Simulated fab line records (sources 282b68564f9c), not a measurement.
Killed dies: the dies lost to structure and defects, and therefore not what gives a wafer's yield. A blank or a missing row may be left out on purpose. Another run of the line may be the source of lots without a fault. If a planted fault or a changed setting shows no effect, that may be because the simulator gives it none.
fab line records + flow rit_cmos
[record]
- lots = 13
- wafers = 39
- last_day = 7
route steps=202 shown PWELL@49 NRETRO@62 SPACER@128 PSD@148 M1@202
lots that met no fault: taken from a fault-free run of the same line
start_h: hours from the record's opening day to when the first of the lot's shown wafers began + wait_h: hours since the lot's step before + " as in the row above + L1.1+2: several wafers, shown together as one row + - value missing, or start not given + * or withheld: withheld + < > ~ a bound
route shown NAME@n: names a module that has steps shown in the file, with the first one's number in the route + usual: mean/standard deviation of fault-free wafers + same: alike in all rows + chamber/n: place in a boat + sites: readings site by site + _std_site: how widely they spread, as a standard deviation + _edge_site: outer sites' mean less inner sites' + radius_mm: for every site, how far away it sits from the centre of the wafer + mask NAME#n: copy n + behind: tool/chamber where the wafer was last shaped + hold: reason for holding the lot/hours on hold/outcome of the hold + device: transistor that didn't switch, given as n, p or np + end of line: at the end of the route, the tests of the same wafers + a step without rows: its recipe alone + killed: dies lost to structure and defects at the first sort, not the wafer's yield + map: a wafer's dies, marking killed ones x, the rest . and places with no die _
set.NAME: the setting as run; set.NAME@STEP: as run at that earlier step + model.NAME: the simulator's own value behind a step, which no gauge read
steps of the route over a sample of lots; a table a step, a row a wafer
services: a tool's chamber out of use, with start hour (start_h, from the record's first day; less than 0 if before it), hours out, and reason
[[steps]]
[step RIT_PWELL_TW_MEAS_10]
[usual]
- PWELL_TW = 944/6.1
| lot.wafer | tool          | chamber | start_h | wait_h | PWELL_TW |
|-----------|---------------|---------|---------|--------|----------|
| L180.4    | film_metro-03 | -       | 22.86   | 0.1    | 948      |
| L180.5    | "             | -       | "       | "      | 948      |
| L180.6    | "             | -       | "       | "      | 947      |
| L182.2    | film_metro-02 | -       | 33.27   | 0.1    | 948      |
| L182.4    | "             | -       | "       | "      | 940      |
| L182.5    | "             | -       | "       | "      | 942      |
| L183.1    | film_metro-01 | -       | 37.74   | 0.1    | 939      |
| L183.5    | "             | -       | "       | "      | 940      |
| L183.6    | "             | -       | "       | "      | 938      |
| L184.1    | film_metro-01 | -       | 44.47   | 0.1    | 944      |
| L184.4    | "             | -       | "       | "      | 942      |
| L184.6    | "             | -       | "       | "      | 941      |
| L185.1    | film_metro-01 | -       | 49.92   | 0.1    | 939      |
| L185.4    | "             | -       | "       | "      | 933      |
| L185.6    | "             | -       | "       | "      | 940      |
| L189.1    | film_metro-03 | -       | 68.80   | 0.1    | 941      |
| L189.2    | "             | -       | "       | "      | 941      |
| L189.6    | "             | -       | "       | "      | 939      |
| L190.2    | film_metro-01 | -       | 74.88   | 0.1    | 940      |
| L190.4    | "             | -       | "       | "      | 941      |
| L190.6    | "             | -       | "       | "      | 940      |
| L194.1    | film_metro-03 | -       | 95.96   | 0.1    | 953      |
| L194.3    | "             | -       | "       | "      | 950      |
| L194.4    | "             | -       | "       | "      | 956      |
| L195.1    | film_metro-01 | -       | 100.21  | 0.1    | 944      |
| L195.2    | "             | -       | "       | "      | 942      |
| L195.5    | "             | -       | "       | "      | 942      |
| L197.2    | film_metro-01 | -       | 111.42  | 0.1    | 939      |
| L197.5    | "             | -       | "       | "      | 946      |
| L197.6    | "             | -       | "       | "      | 937      |
| L199.1    | film_metro-01 | -       | 117.63  | 0.1    | 944      |
| L199.2    | "             | -       | "       | "      | 942      |
| L199.3    | "             | -       | "       | "      | 943      |
| L201.2    | film_metro-03 | -       | 130.46  | 0.1    | 950      |
| L201.3    | "             | -       | "       | "      | 944      |
| L201.6    | "             | -       | "       | "      | 946      |
| L203.1    | film_metro-01 | -       | 141.30  | 0.1    | 944      |
| L203.2    | "             | -       | "       | "      | 938      |
| L203.4    | "             | -       | "       | "      | 941      |
[step RIT_NRETRO_STRIP_09]
[recipe]
- chemistry = O2
- time_s = 180
- resist = NOVOLAK
- platen_temp_c = withheld
- power_w = 500
- pressure_mtorr = 4000
- o2_flow_sccm = 4000
[usual]
- drypump_motor_current_A = 5.6/0.49
| lot.wafer | tool            | chamber | start_h | wait_h | drypump_motor_current_A | rf_hours_counter_h |
|-----------|-----------------|---------|---------|--------|-------------------------|--------------------|
| L180.4    | plasma_asher-04 | 1       | 29.74   | 0.1    | 5.0                     | -                  |
| L180.5    | "               | 0       | "       | "      | 5.4                     | -                  |
| L180.6    | "               | 1       | "       | "      | 5.0                     | -                  |
| L182.2    | plasma_asher-01 | 1       | 40.09   | 0.1    | 6.3                     | 24                 |
| L182.4    | "               | 0       | "       | "      | 5.8                     | -                  |
| L182.5    | "               | 0       | "       | "      | 5.8                     | -                  |
| L183.1    | plasma_asher-01 | 0       | 45.17   | 0.1    | 5.8                     | 25                 |
| L183.5    | "               | 0       | "       | "      | 5.9                     | -                  |
| L183.6    | "               | 1       | "       | "      | 6.2                     | -                  |
| L184.1    | plasma_asher-04 | 1       | 51.30   | 0.1    | 5.0                     | 41                 |
| L184.4    | "               | 0       | "       | "      | 5.4                     | -                  |
| L184.6    | "               | 1       | "       | "      | 5.0                     | -                  |
| L185.1    | plasma_asher-03 | 1       | 56.74   | 0.1    | 5.3                     | 42                 |
| L185.4    | "               | 0       | "       | "      | 6.4                     | -                  |
| L185.6    | "               | 1       | "       | "      | 5.3                     | -                  |
| L189.1    | plasma_asher-01 | 1       | 76.86   | 0.1    | 6.3                     | 28                 |
| L189.2    | "               | 0       | "       | "      | 5.8                     | 28                 |
| L189.6    | "               | 1       | "       | "      | 6.3                     | -                  |
| L190.2    | plasma_asher-04 | 0       | 81.69   | 0.1    | 5.4                     | 44                 |
| L190.4    | "               | 1       | "       | "      | 5.1                     | -                  |
| L190.6    | "               | 1       | "       | "      | 5.1                     | -                  |
| L194.1    | plasma_asher-03 | 1       | 102.92  | 0.1    | 5.2                     | 46                 |
| L194.3    | "               | 1       | "       | "      | 5.2                     | -                  |
| L194.4    | "               | 0       | "       | "      | 6.4                     | -                  |
| L195.1    | plasma_asher-01 | 0       | 107.61  | 0.1    | 5.8                     | 31                 |
| L195.2    | "               | 1       | "       | "      | 6.3                     | 31                 |
| L195.5    | "               | 0       | "       | "      | 5.9                     | -                  |
| L197.2    | plasma_asher-04 | 0       | 118.23  | 0.1    | 5.4                     | 0                  |
| L197.5    | "               | 0       | "       | "      | 5.4                     | -                  |
| L197.6    | "               | 1       | "       | "      | 5.1                     | -                  |
| L199.1    | plasma_asher-04 | 1       | 124.33  | 0.1    | 5.1                     | 1                  |
| L199.2    | "               | 0       | "       | "      | 5.4                     | 1                  |
| L199.3    | "               | 1       | "       | "      | 5.0                     | -                  |
| L201.2    | plasma_asher-04 | 1       | 137.32  | 0.1    | 5.0                     | 2                  |
| L201.3    | "               | 0       | "       | "      | 5.4                     | -                  |
| L201.6    | "               | 1       | "       | "      | 5.1                     | -                  |
| L203.1    | plasma_asher-01 | 0       | 148.28  | 0.1    | 5.8                     | 36                 |
| L203.2    | "               | 1       | "       | "      | 6.3                     | 36                 |
| L203.4    | "               | 0       | "       | "      | 5.8                     | -                  |
[step RIT_SPACER_CVD_03]
[recipe]
- material = Si3N4
- target_thk_nm = 250
- temp_c = 810
- precursor = SiH2Cl2/NH3
- time_s = 3300
- pressure_mtorr = 300
- sih2cl2_flow_sccm = 60
- nh3_flow_sccm = 150
[usual]
- pressure_mtorr = 300.2/0.6
- sih2cl2_flow_sccm = 59.99/0.15
- zone_power_centre_pct = 37.8/2.6
- zone_power_source_pct = 21.9/0.67
| lot.wafer | tool     | chamber | start_h | wait_h | pressure_mtorr | sih2cl2_flow_sccm | zone_power_centre_pct | zone_power_source_pct |
|-----------|----------|---------|---------|--------|----------------|-------------------|-----------------------|-----------------------|
| L180.4    | lpcvd-02 | 0       | 43.91   | 0.0    | 300.2          | 60.22             | 40.2                  | 22.1                  |
| L180.5    | "        | 0       | "       | "      | 300.5          | 60.10             | 40.5                  | 22.0                  |
| L180.6    | "        | 0       | "       | "      | 300.7          | 60.26             | 40.8                  | 22.3                  |
| L182.2    | lpcvd-01 | 1       | 54.31   | 0.0    | 299.5          | 60.14             | 40.3                  | 21.6                  |
| L182.4    | "        | 1       | "       | "      | 300.5          | 60.16             | 40.5                  | 21.5                  |
| L182.5    | "        | 1       | "       | "      | 300.0          | 59.90             | 41.0                  | 21.4                  |
| L183.1    | lpcvd-02 | 0       | 58.53   | 0.0    | 300.3          | 60.24             | 39.4                  | 22.4                  |
| L183.5    | "        | 0       | "       | "      | 299.6          | 59.86             | 40.3                  | 22.2                  |
| L183.6    | "        | 0       | "       | "      | 299.8          | 59.76             | 40.4                  | 22.5                  |
| L184.1    | lpcvd-01 | 1       | 65.34   | 0.0    | 300.3          | 59.97             | 40.1                  | 21.3                  |
| L184.4    | "        | 1       | "       | "      | 300.4          | 60.00             | 40.2                  | 21.4                  |
| L184.6    | "        | 1       | "       | "      | 299.5          | 59.96             | 40.8                  | 21.3                  |
| L185.1    | lpcvd-01 | 0       | 73.78   | 0.0    | 300.0          | 59.93             | 34.8                  | 21.0                  |
| L185.4    | "        | 0       | "       | "      | 300.0          | 60.27             | 35.0                  | 21.2                  |
| L185.6    | "        | 0       | "       | "      | 300.0          | 60.10             | 34.8                  | 21.2                  |
| L189.1    | lpcvd-01 | 1       | 90.22   | 0.0    | 300.1          | 59.70             | 39.7                  | 21.5                  |
| L189.2    | "        | 1       | "       | "      | 299.2          | 59.98             | 40.1                  | 21.5                  |
| L189.6    | "        | 1       | "       | "      | 299.3          | 59.90             | 41.0                  | 21.2                  |
| L190.2    | lpcvd-01 | 1       | 99.66   | 0.8    | 299.6          | 89.91             | 39.8                  | 21.5                  |
| L190.4    | "        | 1       | "       | "      | 299.6          | 90.05             | 40.8                  | 21.2                  |
| L190.6    | "        | 1       | "       | "      | 301.0          | 89.83             | 39.9                  | 21.4                  |
| L194.1    | lpcvd-01 | 0       | 119.52  | 0.0    | 300.2          | 60.02             | 34.9                  | 21.5                  |
| L194.3    | "        | 0       | "       | "      | 299.5          | 59.86             | 35.0                  | 21.0                  |
| L194.4    | "        | 0       | "       | "      | 300.1          | 59.90             | 34.4                  | 21.3                  |
| L195.1    | lpcvd-01 | 0       | 123.05  | 0.4    | 300.1          | 59.88             | 35.0                  | 21.4                  |
| L195.2    | "        | 0       | "       | "      | 300.0          | 59.68             | 34.8                  | 20.9                  |
| L195.5    | "        | 0       | "       | "      | 300.5          | 59.79             | 35.1                  | 21.3                  |
| L197.2    | lpcvd-02 | 0       | 134.16  | 0.0    | 299.9          | 59.97             | 40.8                  | 22.4                  |
| L197.5    | "        | 0       | "       | "      | 300.6          | 60.33             | 40.6                  | 21.9                  |
| L197.6    | "        | 0       | "       | "      | 299.5          | 59.98             | 39.4                  | 22.4                  |
| L199.1    | lpcvd-02 | 1       | 141.59  | 0.0    | 301.7          | 59.89             | 35.3                  | 23.3                  |
| L199.2    | "        | 1       | "       | "      | 301.0          | 59.91             | 35.3                  | 22.8                  |
| L199.3    | "        | 1       | "       | "      | 300.6          | 59.72             | 35.5                  | 22.8                  |
| L201.2    | lpcvd-02 | 1       | 151.86  | 0.0    | 299.4          | 60.00             | 35.8                  | 22.6                  |
| L201.3    | "        | 1       | "       | "      | 300.7          | 60.09             | 35.2                  | 22.6                  |
| L201.6    | "        | 1       | "       | "      | 300.0          | 60.20             | 35.3                  | 22.7                  |
| L203.1    | lpcvd-02 | 1       | 163.92  | 0.0    | 301.3          | 60.15             | 35.6                  | 22.9                  |
| L203.2    | "        | 1       | "       | "      | 301.0          | 60.10             | 35.4                  | 22.3                  |
| L203.4    | "        | 1       | "       | "      | 300.8          | 60.08             | 35.3                  | 22.8                  |
[step RIT_SPACER_THK_MEAS_04]
[recipe]
- reads = Si3N4_of_SPACER_CVD_03
[usual]
- SPACER_NITRIDE_THK = 249.9/2.2
| lot.wafer | tool          | chamber | start_h | wait_h | SPACER_NITRIDE_THK[nm] |
|-----------|---------------|---------|---------|--------|------------------------|
| L180.4    | film_metro-03 | -       | 45.86   | 0.0    | 247.5                  |
| L180.5    | "             | -       | "       | "      | 248.1                  |
| L180.6    | "             | -       | "       | "      | 249.3                  |
| L182.2    | film_metro-03 | -       | 56.24   | 0.0    | 249.4                  |
| L182.4    | "             | -       | "       | "      | 252.8                  |
| L182.5    | "             | -       | "       | "      | 249.9                  |
| L183.1    | film_metro-04 | -       | 60.45   | 0.0    | 248.7                  |
| L183.5    | "             | -       | "       | "      | 249.0                  |
| L183.6    | "             | -       | "       | "      | 249.7                  |
| L184.1    | film_metro-01 | -       | 67.25   | 0.0    | 253.9                  |
| L184.4    | "             | -       | "       | "      | 254.8                  |
| L184.6    | "             | -       | "       | "      | 251.6                  |
| L185.1    | film_metro-03 | -       | 75.69   | 0.0    | 250.0                  |
| L185.4    | "             | -       | "       | "      | 249.6                  |
| L185.6    | "             | -       | "       | "      | 247.7                  |
| L189.1    | film_metro-04 | -       | 92.13   | 0.0    | 250.5                  |
| L189.2    | "             | -       | "       | "      | 249.7                  |
| L189.6    | "             | -       | "       | "      | 252.1                  |
| L190.2    | film_metro-01 | -       | 102.55  | 0.0    | 287.5                  |
| L190.4    | "             | -       | "       | "      | 287.8                  |
| L190.6    | "             | -       | "       | "      | 288.3                  |
| L194.1    | film_metro-04 | -       | 121.44  | 0.0    | 250.7                  |
| L194.3    | "             | -       | "       | "      | 246.7                  |
| L194.4    | "             | -       | "       | "      | 250.0                  |
| L195.1    | film_metro-01 | -       | 124.97  | 0.0    | 247.7                  |
| L195.2    | "             | -       | "       | "      | 248.4                  |
| L195.5    | "             | -       | "       | "      | 245.6                  |
| L197.2    | film_metro-01 | -       | 136.09  | 0.0    | 249.8                  |
| L197.5    | "             | -       | "       | "      | 248.1                  |
| L197.6    | "             | -       | "       | "      | 250.0                  |
| L199.1    | film_metro-01 | -       | 143.51  | 0.0    | 252.0                  |
| L199.2    | "             | -       | "       | "      | 250.9                  |
| L199.3    | "             | -       | "       | "      | 251.8                  |
| L201.2    | film_metro-04 | -       | 153.79  | 0.0    | 253.1                  |
| L201.3    | "             | -       | "       | "      | 252.2                  |
| L201.6    | "             | -       | "       | "      | 250.3                  |
| L203.1    | film_metro-03 | -       | 165.83  | 0.0    | 253.2                  |
| L203.2    | "             | -       | "       | "      | 253.1                  |
| L203.4    | "             | -       | "       | "      | 253.5                  |
[step RIT_SPACER_ETCHBACK_05]
[recipe]
- target_depth_a = 2500
- SF6_flow_sccm = 30
- CHF3_flow_sccm = 30
- target = Si3N4
- chemistry = SF6/CHF3
- pressure_mtorr = 40
- rf_w = 250
- time_s = 240
- stop_on = SiO2
[usual]
- drypump_motor_current_A = 5.7/0.42
- oes_product_au = 0.840/0.013
- throttle_valve_pct = 10.31/0.18
| lot.wafer | tool        | chamber | start_h | wait_h | drypump_motor_current_A | oes_product_au | rf_hours_counter_h | throttle_valve_pct |
|-----------|-------------|---------|---------|--------|-------------------------|----------------|--------------------|--------------------|
| L180.4    | rie_diel-01 | 1       | 45.89   | 0.0    | 6.3                     | 0.829          | 47                 | 10.36              |
| L180.5    | "           | 2       | "       | "      | 5.5                     | 0.841          | -                  | 10.53              |
| L180.6    | "           | 1       | "       | "      | 6.3                     | 0.840          | -                  | 10.36              |
| L182.2    | rie_diel-01 | 0       | 56.29   | 0.0    | 5.3                     | 0.845          | 3                  | 10.24              |
| L182.4    | "           | 3       | "       | "      | 5.4                     | 0.865          | 131                | 10.04              |
| L182.5    | "           | 2       | "       | "      | 5.5                     | 0.833          | -                  | 10.54              |
| L183.1    | rie_diel-03 | 0       | 60.51   | 0.1    | 5.3                     | 0.842          | 43                 | 10.62              |
| L183.5    | "           | 2       | "       | "      | 6.1                     | 0.823          | -                  | 10.11              |
| L183.6    | "           | 3       | "       | "      | 5.4                     | 0.833          | -                  | 10.50              |
| L184.1    | rie_diel-03 | 1       | 67.31   | 0.1    | 5.5                     | 0.869          | 159                | 10.28              |
| L184.4    | "           | 2       | "       | "      | 6.1                     | 0.834          | 129                | 10.13              |
| L184.6    | "           | 3       | "       | "      | 5.5                     | 0.831          | -                  | 10.51              |
| L185.1    | rie_diel-03 | 3       | 75.75   | 0.1    | 5.5                     | 0.822          | 2                  | 10.51              |
| L185.4    | "           | 2       | "       | "      | 6.1                     | 0.813          | 129                | 10.10              |
| L185.6    | "           | 2       | "       | "      | 6.1                     | 0.816          | -                  | 10.11              |
| L189.1    | rie_diel-01 | 3       | 92.19   | 0.1    | 5.4                     | 0.865          | 132                | 10.05              |
| L189.2    | "           | 2       | "       | "      | 5.5                     | 0.835          | 23                 | 10.51              |
| L189.6    | "           | 1       | "       | "      | 6.2                     | 0.842          | -                  | 10.35              |
| L190.2    | rie_diel-04 | 3       | 102.60  | 0.0    | 6.1                     | 0.940          | 28                 | 10.18              |
| L190.4    | "           | 0       | "       | "      | 5.9                     | 0.934          | 117                | 10.50              |
| L190.6    | "           | 2       | "       | "      | 5.5                     | 0.950          | -                  | 10.13              |
| L194.1    | rie_diel-03 | 2       | 121.50  | 0.1    | 6.1                     | 0.823          | 130                | 10.11              |
| L194.3    | "           | 3       | "       | "      | 5.5                     | 0.815          | 3                  | 10.51              |
| L194.4    | "           | 1       | "       | "      | 5.5                     | 0.841          | 0                  | 10.27              |
| L195.1    | rie_diel-01 | 0       | 125.03  | 0.1    | 5.3                     | 0.843          | 5                  | 10.23              |
| L195.2    | "           | 2       | "       | "      | 5.5                     | 0.833          | 23                 | 10.51              |
| L195.5    | "           | 3       | "       | "      | 5.4                     | 0.854          | -                  | 10.02              |
| L197.2    | rie_diel-03 | 2       | 136.14  | 0.0    | 6.1                     | 0.827          | 130                | 10.12              |
| L197.5    | "           | 1       | "       | "      | 5.6                     | 0.836          | -                  | 10.27              |
| L197.6    | "           | 0       | "       | "      | 5.3                     | 0.841          | -                  | 10.62              |
| L199.1    | rie_diel-03 | 3       | 143.57  | 0.1    | 5.4                     | 0.839          | 3                  | 10.52              |
| L199.2    | "           | 0       | "       | "      | 5.3                     | 0.847          | 45                 | 10.60              |
| L199.3    | "           | 2       | "       | "      | 6.1                     | 0.830          | 130                | 10.12              |
| L201.2    | rie_diel-01 | 3       | 153.84  | 0.0    | 5.4                     | 0.873          | 133                | 10.05              |
| L201.3    | "           | 1       | "       | "      | 6.3                     | 0.837          | 49                 | 10.35              |
| L201.6    | "           | 2       | "       | "      | 5.5                     | 0.838          | -                  | 10.53              |
| L203.1    | rie_diel-03 | 3       | 165.89  | 0.1    | 5.5                     | 0.822          | 3                  | 10.52              |
| L203.2    | "           | 2       | "       | "      | 6.1                     | 0.825          | 131                | 10.11              |
| L203.4    | "           | 0       | "       | "      | 5.3                     | 0.852          | 45                 | 10.61              |
[step RIT_PSD_OVL_MEAS_06]
[usual]
- PSD_OVL = -0.6/1.3
| lot.wafer | tool       | chamber | start_h | wait_h | PSD_OVL[nm] |
|-----------|------------|---------|---------|--------|-------------|
| L180.4    | overlay-02 | -       | 48.45   | -      | -0.9        |
| L180.5    | "          | -       | "       | "      | -1.5        |
| L180.6    | "          | -       | "       | "      | -1.9        |
| L182.2    | overlay-01 | -       | 58.94   | -      | -0.8        |
| L182.4    | "          | -       | "       | "      | -1.9        |
| L182.5    | "          | -       | "       | "      | -0.8        |
| L183.1    | overlay-02 | -       | 63.05   | -      | 1.9         |
| L183.5    | "          | -       | "       | "      | 1.1         |
| L183.6    | "          | -       | "       | "      | 0.9         |
| L184.1    | overlay-01 | -       | 69.82   | -      | 2.0         |
| L184.4    | "          | -       | "       | "      | 1.8         |
| L184.6    | "          | -       | "       | "      | 1.8         |
| L185.1    | overlay-02 | -       | 78.30   | -      | -1.7        |
| L185.4    | "          | -       | "       | "      | -2.9        |
| L185.6    | "          | -       | "       | "      | -0.1        |
| L189.1    | overlay-01 | -       | 95.00   | -      | -1.1        |
| L189.2    | "          | -       | "       | "      | -3.0        |
| L189.6    | "          | -       | "       | "      | -4.6        |
| L190.2    | overlay-02 | -       | 105.31  | -      | 1.0         |
| L190.4    | "          | -       | "       | "      | -0.8        |
| L190.6    | "          | -       | "       | "      | -0.3        |
| L194.1    | overlay-01 | -       | 123.92  | -      | -0.1        |
| L194.3    | "          | -       | "       | "      | -1.9        |
| L194.4    | "          | -       | "       | "      | -1.2        |
| L195.1    | overlay-02 | -       | 127.45  | -      | -0.5        |
| L195.2    | "          | -       | "       | "      | -0.1        |
| L195.5    | "          | -       | "       | "      | -1.9        |
| L197.2    | overlay-01 | -       | 138.66  | -      | -1.6        |
| L197.5    | "          | -       | "       | "      | -1.4        |
| L197.6    | "          | -       | "       | "      | 0.1         |
| L199.1    | overlay-01 | -       | 146.29  | -      | -2.2        |
| L199.2    | "          | -       | "       | "      | -2.6        |
| L199.3    | "          | -       | "       | "      | -0.6        |
| L201.2    | overlay-02 | -       | 156.59  | -      | -1.8        |
| L201.3    | "          | -       | "       | "      | -1.1        |
| L201.6    | "          | -       | "       | "      | -1.3        |
| L203.1    | overlay-01 | -       | 168.69  | -      | -1.0        |
| L203.2    | "          | -       | "       | "      | -0.8        |
| L203.4    | "          | -       | "       | "      | -1.2        |
[step RIT_M1_PROBE_99]
[usual]
- killed_at_M0_to_M3 = 0.0/0.12
- killed_at_contacts = 0.1/0.24
- killed_at_front_end = 7.1/3
- killed_dies = 7.2/3
- killed_open = 3.7/2
- killed_short = 3.5/2
[same]
- gross_dies = 264
- killed_at_M4_up = 0
- killed_at_back_side = 0
- killed_at_other = 0
| lot.wafer | tool      | chamber | start_h | wait_h | killed_at_M0_to_M3 | killed_at_contacts | killed_at_front_end | killed_dies | killed_open | killed_short |
|-----------|-----------|---------|---------|--------|--------------------|--------------------|---------------------|-------------|-------------|--------------|
| L182.2    | prober-01 | -       | 67.72   | 0.1    | 0                  | 0                  | 6                   | 6           | 4           | 2            |
| L182.4    | prober-01 | -       | 67.82   | 0.2    | 0                  | 0                  | 5                   | 5           | 3           | 2            |
| L182.5    | prober-01 | -       | 67.87   | 0.2    | 0                  | 0                  | 4                   | 4           | 2           | 2            |
| L190.2    | prober-01 | -       | 113.91  | 0.1    | 0                  | 0                  | 13                  | 13          | 5           | 6            |
| L190.4    | prober-01 | -       | 114.01  | 0.2    | 0                  | 0                  | 2                   | 2           | 0           | 2            |
| L190.6    | prober-01 | -       | 114.11  | 0.2    | 0                  | 0                  | 6                   | 6           | 2           | 2            |
| L199.1    | prober-02 | -       | 155.18  | 0.1    | 0                  | 0                  | 6                   | 6           | 2           | 4            |
| L199.2    | prober-02 | -       | 155.23  | 0.1    | 0                  | 1                  | 10                  | 11          | 6           | 5            |
| L199.3    | prober-02 | -       | 155.28  | 0.2    | 0                  | 0                  | 7                   | 7           | 3           | 4            |
| L201.2    | prober-02 | -       | 165.50  | 0.1    | 0                  | 0                  | 8                   | 8           | 6           | 2            |
| L201.3    | prober-02 | -       | 165.55  | 0.2    | 1                  | 0                  | 8                   | 9           | 5           | 4            |
| L201.6    | prober-02 | -       | 165.70  | 0.2    | 0                  | 0                  | 7                   | 7           | 2           | 5            |
| L203.1    | prober-02 | -       | 177.62  | 0.1    | 0                  | 0                  | 11                  | 11          | 4           | 7            |
| L203.2    | prober-02 | -       | 177.67  | 0.1    | 0                  | 1                  | 10                  | 11          | 7           | 4            |
| L203.4    | prober-02 | -       | 177.77  | 0.2    | 0                  | 0                  | 6                   | 6           | 2           | 4            |
// killed by level:class
L182.2 GATE:geometric_particle:open=2 FOX2:geometric_particle:open=1 SPACER:geometric_particle:short=1 SILICIDE:geometric_particle:open=1 SILICIDE:geometric_particle:short=1
L182.4 GATE:geometric_particle:open=2 FOX2:geometric_particle:short=1 SPACER:geometric_particle:open=1 SILICIDE:geometric_particle:short=1
L182.5 GATE:geometric_particle:open=2 FOX1:geometric_particle:short=1 GATE:geometric_particle:short=1
L190.2 GATE:geometric_particle:short=3 GATE:geometric_particle:open=2 FOX1:geometric_particle:open=1 FOX1:geometric_particle:short=1 REOX:geometric_particle:open=1 SPACER:geometric_particle:open=1 SPACER:geometric_particle:short=1 SILICIDE:geometric_particle:short=1
L190.4 FOX2:geometric_particle:short=1 REOX:geometric_particle:short=1
L190.6 GATE:geometric_particle:open=2 GATE:geometric_particle:short=2 SPACER:area_etchback=2
L199.1 REOX:geometric_particle:short=2 FOX2:geometric_particle:open=1 GATE:geometric_particle:short=1 SPACER:geometric_particle:open=1 SPACER:geometric_particle:short=1
L199.2 GATE:geometric_particle:open=4 GATE:geometric_particle:short=2 ACTIVE:geometric_particle:short=1 FOX1:geometric_particle:short=1 FOX1:geometric_particle:open=1 SPACER:geometric_particle:short=1 CONTACT:geometric_particle:open=1
L199.3 GATE:geometric_particle:short=2 GATE:geometric_particle:open=2 SPACER:geometric_particle:short=1 SILICIDE:geometric_particle:open=1 SILICIDE:geometric_particle:short=1
L201.2 GATE:geometric_particle:open=3 FOX1:geometric_particle:short=1 GATE:geometric_particle:short=1 REOX:geometric_particle:open=1 SPACER:geometric_particle:open=1 SILICIDE:geometric_particle:open=1
L201.3 GATE:geometric_particle:open=2 REOX:geometric_particle:open=2 REOX:geometric_particle:short=2 FOX1:geometric_particle:short=1 SPACER:geometric_particle:short=1 M1:geometric_particle:open=1
L201.6 FOX1:geometric_particle:short=2 REOX:geometric_particle:short=2 FOX2:geometric_particle:open=1 GATE:geometric_particle:short=1 REOX:geometric_particle:open=1
L203.1 GATE:geometric_particle:open=3 GATE:geometric_particle:short=3 FOX1:geometric_particle:open=1 FOX2:geometric_particle:short=1 REOX:geometric_particle:short=1 SPACER:geometric_particle:short=1 SILICIDE:geometric_particle:short=1
L203.2 GATE:geometric_particle:open=3 FOX2:geometric_particle:short=2 FOX1:geometric_particle:open=1 FOX2:geometric_particle:open=1 GATE:geometric_particle:short=1 SPACER:geometric_particle:short=1 SILICIDE:geometric_particle:open=1 CONTACT:geometric_particle:open=1
L203.4 FOX2:geometric_particle:short=2 GATE:geometric_particle:open=2 REOX:geometric_particle:short=1 SILICIDE:geometric_particle:short=1
[[services]]
| tool            | chamber | start_h | hours | kind           |
|-----------------|---------|---------|-------|----------------|
| lpcvd-02        | -       | 7.02    | 2.8   | pm             |
| plasma_asher-01 | -       | 12.17   | 14.6  | pm             |
| rie_diel-04     | 0       | 19.34   | 8.1   | repair         |
| plasma_asher-03 | -       | 20.85   | 0.4   | repair         |
| rie_diel-04     | 2       | 22.64   | 19.4  | repair         |
| lpcvd-01        | -       | 25.05   | 6.1   | pm             |
| lpcvd-01        | -       | 56.69   | 6.0   | pm             |
| rie_diel-01     | -       | 64.93   | 14.6  | pm             |
| plasma_asher-03 | -       | 66.92   | 2.8   | pm             |
| rie_diel-04     | 2       | 82.42   | -     | clean          |
| rie_diel-03     | 2       | 89.44   | 15.4  | repair         |
| rie_diel-03     | 1       | 104.86  | -     | clean          |
| rie_diel-03     | 1       | 104.86  | 14.5  | scheduled_down |
| rie_diel-03     | 1       | 104.86  | 14.5  | vent_cycle     |
| plasma_asher-04 | -       | 108.75  | 9.0   | pm             |
| plasma_asher-04 | 0       | 108.75  | 9.0   | vent_cycle     |
| plasma_asher-04 | 1       | 108.75  | 9.0   | vent_cycle     |
| lpcvd-02        | -       | 116.41  | 6.0   | pm             |
| plasma_asher-04 | 0       | 117.75  | -     | clean          |
| plasma_asher-04 | 1       | 117.75  | -     | clean          |
| plasma_asher-04 | -       | 135.51  | 1.5   | repair         |
| rie_diel-04     | -       | 144.67  | 1.0   | repair         |
| rie_diel-03     | -       | 151.04  | 14.6  | pm             |
| rie_diel-01     | 2       | 165.78  | 1.7   | repair         |
[[key]]
[first_sign]
- step = RIT_SPACER_CVD_03
- reading = sih2cl2_flow_sccm
- direction = up
- sigmas = 99+
- usual = 59.99
- struck = 89.93
[effect]
- step = RIT_SPACER_THK_MEAS_04
- reading = SPACER_NITRIDE_THK
- direction = up
- sigmas = 17
- usual = 249.9
- struck = 287.9
[effect]
- step = RIT_SPACER_ETCHBACK_05
- reading = oes_product_au
- direction = up
- sigmas = 7.6
- usual = 0.840
- struck = 0.941
met_at RIT_SPACER_CVD_03
struck_lots L190
struck_wafers L190.2,L190.4,L190.6
tester_left_out L190
not_acting_at RIT_PWELL_TW_MEAS_10,RIT_NRETRO_STRIP_09,RIT_PSD_OVL_MEAS_06
onset_between 90.22 99.66
[fault]
- kind = process_parameter_drift
- tool = lpcvd-01
- chamber = 1
- onset_h = 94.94
- steps = RIT_SPACER_CVD_03
- channel = sih2cl2_flow_sccm
- offset = 30
- shape = step
- end_h = 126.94
- acts_in = these_recipes_only
- stated = 60
// tester_left_out: of these lots the tester's yield and bins aren't shown, on N5 and GAA mostly nor the transistor test; their killed dies are dies lost to structure and defects alone, not to doping, threshold or leakage, so they don't give the yield
